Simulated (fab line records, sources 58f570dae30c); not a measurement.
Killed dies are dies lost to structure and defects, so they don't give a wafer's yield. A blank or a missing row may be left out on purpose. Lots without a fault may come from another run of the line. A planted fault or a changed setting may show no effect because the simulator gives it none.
Chamber matching | flow berkeley_cmos170 | UCB170_V2_CMP_02 on cmp-01: 4 sister chambers
The step polishes SiO2. 18 wafers are shown with their chamber, then 9 later ones without.

WAFERS WITH THEIR CHAMBER
wafer  | chamber | motor_current_A (A) | slurry_filter_dp_kPa (kPa)
L503.1 | 0       | 16.8                | 13.48
L503.2 | 2       | 14.3                | 13.61
L503.3 | 3       | 14.7                | 13.66
L505.2 | 0       | 16.6                | 13.53
L505.3 | 2       | 14.1                | 13.64
L505.5 | 0       | 15.9                | 13.59
L507.3 | 3       | 14.5                | 13.33
L507.5 | 2       | 14.4                | 13.60
L507.6 | 3       | 14.5                | 13.57
L510.1 | 0       | 15.9                | 13.50
L510.3 | 3       | 15.6                | 13.52
L510.5 | 2       | 14.8                | 13.45
L511.4 | 2       | 14.6                | 13.41
L511.5 | 1       | 15.5                | 13.37
L511.6 | 0       | 16.0                | 13.84
L517.2 | 1       | 15.5                | 13.44
L517.4 | 0       | 16.2                | 13.38
L517.5 | 3       | 15.0                | 13.44

SIGNATURES (means of the wafers above)
reading              | chamber 0 | chamber 1 | chamber 2 | chamber 3 | scatter within a chamber
motor_current_A      | 16.233    | 15.500    | 14.440    | 14.860    | 0.366
slurry_filter_dp_kPa | 13.5533   | 13.4050   | 13.5420   | 13.5040   | 0.129
Rule: a wafer's distance from a chamber is the root of the sum, over the readings, of the square of ((its reading less the chamber's mean) divided by the reading's scatter). The wafer belongs to the nearest chamber; if the next one is less than 2 further off, it can't be placed. The scatter: the root of (the sum of the squares of (reading less its chamber's mean) over the shown wafers, divided by (wafers less chambers)).

WAFERS WITHOUT THEIR CHAMBER
wafer  | motor_current_A (A) | slurry_filter_dp_kPa (kPa)
L519.1 | 15.9                | 13.49
L519.2 | 13.9                | 13.49
L519.5 | 15.7                | 13.71
L523.1 | 17.4                | 13.44
L523.4 | 15.6                | 13.55
L523.6 | 14.5                | 13.44
L524.1 | 14.9                | 13.43
L524.4 | 16.6                | 13.59
L524.5 | 14.4                | 13.51

WHICH CHAMBER EACH WENT THROUGH
wafer  | from the rows above               | in truth
L519.1 | can't be placed: 0 or 1 or 3      | 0
L519.2 | can't be placed: 2 or 3           | 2
L519.5 | can't be placed: 0 or 1 or 3 or 2 | 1
L523.1 | can't be placed: 0 or 1           | 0
L523.4 | can't be placed: 1 or 0 or 3      | 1
L523.6 | can't be placed: 2 or 3 or 1      | 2
L524.1 | can't be placed: 3 or 2 or 1      | 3
L524.4 | 0                                 | 0
L524.5 | can't be placed: 2 or 3           | 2
Placed correctly: 1 of 9. Can't be placed from these rows: 8 (the true chamber is among the candidates in 8). Placed wrongly: 0.
